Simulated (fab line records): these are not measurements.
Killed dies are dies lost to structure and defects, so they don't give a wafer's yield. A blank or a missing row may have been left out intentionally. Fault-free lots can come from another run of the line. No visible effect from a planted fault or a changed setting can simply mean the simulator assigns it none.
Check for tools in common | flow berkeley cmos170 | 42 wafers sampled across 14 lots

== REASON FOR OPENING ==
At UCB170_PLDD_TW_MEAS_11 the reading PLDD_TW is flagged on 2 of 14 lots. No-fault wafers: 1005, standard deviation 9.9.
Rule: a lot is flagged when every wafer of it that has a number lies more than 4 standard deviations from that mean, or none has a number. The rest of the lots are taken to be sound.

lot  | measured     | on            | PLDD_TW, wafer by wafer | flag
L637 | day 6 15:20  | film metro-03 | 992 985 993             |
L634 | day 6 15:35  | film metro-02 | 1003 999 999            |
L636 | day 6 15:53  | film metro-02 | 998 998 997             |
L638 | day 7 13:39  | film metro-02 | 1001 1005 1000          |
L643 | day 8 06:23  | film metro-04 | 1030 1023 1027          |
L642 | day 8 06:37  | film metro-04 | 1023 1027 1025          |
L641 | day 8 06:46  | film metro-02 | 1006 1007 1002          |
L645 | day 9 04:20  | film metro-02 | 1003 1007 1002          |
L644 | day 9 05:05  | film metro-03 | 998 1000 999            |
L646 | day 9 05:11  | film metro-04 | 1014 1014 1013          |
L647 | day 9 05:32  | film metro-03 | 994 1000 993            |
L652 | day 9 17:43  | film metro-02 | 1003 1006 1002          |
L656 | day 10 21:55 | film metro-03 | 1120 1118 1119          | FLAGGED
L657 | day 11 10:12 | film metro-03 | 1131 1125 1123          | FLAGGED
On average the flagged lots' numbers are 1123, which is +118 against the usual, or +12 standard deviations.

== WHICH TOOL RAN EACH LOT ==
The record keeps 1 process step preceding the reading, out of 331 steps on the route. Each cell gives the tool, then ch followed by the chambers the sampled wafers passed through, then the start.
lot  | flag    | UCB170_PLDD_IMPLANT_09
L637 |         | implanter-01 ch 0, day 6 15:07
L634 |         | implanter-04 ch 0, day 6 15:20
L636 |         | implanter-01 ch 0, day 6 15:40
L638 |         | implanter-03 ch 0, day 7 13:26
L643 |         | implanter-01 ch 0, day 8 06:08
L642 |         | implanter-04 ch 0, day 8 06:22
L641 |         | implanter-03 ch 0, day 8 06:31
L645 |         | implanter-03 ch 0, day 9 04:05
L644 |         | implanter-03 ch 0, day 9 04:52
L646 |         | implanter-04 ch 0, day 9 04:56
L647 |         | implanter-01 ch 0, day 9 05:17
L652 |         | implanter-03 ch 0, day 9 17:29
L656 | FLAGGED | implanter-03 ch 0, day 10 21:40
L657 | FLAGGED | implanter-03 ch 0, day 11 09:58
What these steps do:
- UCB170_PLDD_IMPLANT_09
- UCB170_PLDD_TW_MEAS_11

== FLAGGED OVER TOTAL, TOOL BY TOOL (the gauges that took the reading come last) ==
step                   | tool          | lots run | flagged | share of the flagged lots | sound lots run after its first flagged lot
UCB170_PLDD_IMPLANT_09 | implanter-01  | 4        | 0       | none                      | -
UCB170_PLDD_IMPLANT_09 | implanter-03  | 7        | 2       | all                       | 0
UCB170_PLDD_IMPLANT_09 | implanter-04  | 3        | 0       | none                      | -
UCB170_PLDD_TW_MEAS_11 | film metro-02 | 6        | 0       | none                      | -
UCB170_PLDD_TW_MEAS_11 | film metro-03 | 5        | 2       | all                       | 0
UCB170_PLDD_TW_MEAS_11 | film metro-04 | 3        | 0       | none                      | -

== WHAT THE TABLE PERMITS ==
Every flagged lot went through 2 rows of the table: implanter-03 at UCB170_PLDD_IMPLANT_09 and film metro-03 at UCB170_PLDD_TW_MEAS_11.
- implanter-03 at UCB170_PLDD_IMPLANT_09: 2 of its 7 lots flagged. It ran its last sound lot, L652, at day 9 17:29 and its first flagged lot, L656, at day 10 21:40: a fault with its onset between the two fits. Its own readings lie more than 4 standard deviations out on every wafer of the flagged lots: beam on s, dose ions cm2, faraday current uA.
- film metro-03 at UCB170_PLDD_TW_MEAS_11: 2 of its 5 lots flagged. It ran its last sound lot, L647, at day 9 05:32 and its first flagged lot, L656, at day 10 21:55: a fault with its onset between the two fits.
These 2 tools cannot be told apart by counting lots, since each of them fits a fault that started at some hour. More lots, or a look at what each step does to the wafer, might.

== WHAT THE SIMULATOR HAD PUT IN ==
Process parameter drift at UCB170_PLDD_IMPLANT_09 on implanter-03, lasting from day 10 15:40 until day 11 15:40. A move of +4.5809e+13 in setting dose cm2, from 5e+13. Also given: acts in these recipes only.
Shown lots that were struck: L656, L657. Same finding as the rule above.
